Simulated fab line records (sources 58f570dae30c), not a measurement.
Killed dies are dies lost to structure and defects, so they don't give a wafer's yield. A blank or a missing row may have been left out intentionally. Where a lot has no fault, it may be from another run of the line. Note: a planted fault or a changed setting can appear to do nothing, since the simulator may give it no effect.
Which tool is to blame? :: flow berkeley-cmos170 :: 7 lots, 21 wafers sampled, at 5 steps of a route of 331

== WHAT EACH GAUGE READ, for each wafer ==
UCB170_M3_CD_MEAS_90: the cd target is 700 nm.
lot: L571
measured: day 9 00:24
on: cd-sem-02
cd-nm (nm): 701 698 702

lot: L574
measured: day 9 06:35
on: cd-sem-01
cd-nm (nm): 695 702 697

lot: L578
measured: day 10 12:58
on: cd-sem-01
cd-nm (nm): 717 717 720

lot: L582
measured: day 11 04:08
on: cd-sem-01
cd-nm (nm): 699 696 698

lot: L584
measured: day 12 03:22
on: cd-sem-02
cd-nm (nm): 691 698 691

lot: L589
measured: day 12 15:31
on: cd-sem-01
cd-nm (nm): 698 697 699

lot: L591
measured: day 13 05:22
on: cd-sem-01
cd-nm (nm): 702 695 698

== WHICH TOOL RAN EACH LOT (tool, then ch and the chambers of the sampled wafers, then the start) ==
lot: L571
UCB170_CONTACT_STRIP_06: plasma-asher-04 ch 0,1, day 8 06:15
UCB170_CONTACT_STRIP_19: plasma-asher-03 ch 0,1, day 8 08:08
UCB170_M3_METAL_ETCH_18: rie-metal-01 ch 0, day 8 23:56
UCB170_M3_STRIP_19: plasma-asher-02 ch 0,1, day 9 00:18

lot: L574
UCB170_CONTACT_STRIP_06: plasma-asher-04 ch 0,1, day 8 13:53
UCB170_CONTACT_STRIP_19: plasma-asher-03 ch 0, day 8 16:13
UCB170_M3_METAL_ETCH_18: rie-metal-03 ch 0,1, day 9 06:17
UCB170_M3_STRIP_19: plasma-asher-03 ch 0,1, day 9 06:29

lot: L578
UCB170_CONTACT_STRIP_06: plasma-asher-02 ch 0,1, day 9 18:02
UCB170_CONTACT_STRIP_19: plasma-asher-02 ch 0,1, day 9 19:43
UCB170_M3_METAL_ETCH_18: rie-metal-01 ch 0,1, day 10 12:41
UCB170_M3_STRIP_19: plasma-asher-02 ch 0,1, day 10 12:52

lot: L582
UCB170_CONTACT_STRIP_06: plasma-asher-03 ch 0,1, day 10 08:48
UCB170_CONTACT_STRIP_19: plasma-asher-02 ch 0,1, day 10 11:40
UCB170_M3_METAL_ETCH_18: rie-metal-02 ch 0,1, day 11 03:52
UCB170_M3_STRIP_19: plasma-asher-03 ch 0,1, day 11 04:02

lot: L584
UCB170_CONTACT_STRIP_06: plasma-asher-03 ch 0,1, day 11 07:18
UCB170_CONTACT_STRIP_19: plasma-asher-04 ch 0,1, day 11 09:00
UCB170_M3_METAL_ETCH_18: rie-metal-03 ch 0,1, day 12 03:04
UCB170_M3_STRIP_19: plasma-asher-01 ch 0,1, day 12 03:15

lot: L589
UCB170_CONTACT_STRIP_06: plasma-asher-03 ch 0, day 11 19:43
UCB170_CONTACT_STRIP_19: plasma-asher-04 ch 0,1, day 11 22:08
UCB170_M3_METAL_ETCH_18: rie-metal-03 ch 1, day 12 15:13
UCB170_M3_STRIP_19: plasma-asher-01 ch 1, day 12 15:24

lot: L591
UCB170_CONTACT_STRIP_06: plasma-asher-03 ch 0,1, day 12 12:34
UCB170_CONTACT_STRIP_19: plasma-asher-02 ch 0,1, day 12 14:44
UCB170_M3_METAL_ETCH_18: rie-metal-03 ch 0,1, day 13 05:04
UCB170_M3_STRIP_19: plasma-asher-02 ch 0,1, day 13 05:16
- UCB170_CONTACT_STRIP_06: strips in O2.
- UCB170_CONTACT_STRIP_19: strips in O2.
- UCB170_M3_METAL_ETCH_18: etches Al in Cl2/BCl3, stops on SiO2, target depth 1170 nm, time 195 s.
- UCB170_M3_STRIP_19: strips in O2.

== THE ANSWER, worked out from the rows above alone ==
Rule: the usual values come from the lots themselves. Put in order of their means at a reading, lots are off if they are a third of the lots or fewer, leave a main group of 4 or more, and stand apart from it by a gap of 3 or more times the standard deviation of the main group's means; of several such gaps the widest counts. A main group whose means are all the same, to the digits that the tables above print for the reading, isn't used. Also off: a lot with no number at a reading for which 4 or more lots have one. The other lots that the step has rows for count as sound.
Off, at UCB170_M3_CD_MEAS_90 on cd-nm: L578. Main group: mean 698 nm, sd 2.1.
If a tool, at a process step before that reading, ran all the lots that are off and no sound lot after the first of them, it fits. Those tools and the gauges at UCB170_M3_CD_MEAS_90 are tried in the same way. Can't be told from this: 2 tools fit, plasma-asher-02 at UCB170_CONTACT_STRIP_06, rie-metal-01 at UCB170_M3_METAL_ETCH_18.

== WHAT THE SIMULATOR HAD INSERTED ==
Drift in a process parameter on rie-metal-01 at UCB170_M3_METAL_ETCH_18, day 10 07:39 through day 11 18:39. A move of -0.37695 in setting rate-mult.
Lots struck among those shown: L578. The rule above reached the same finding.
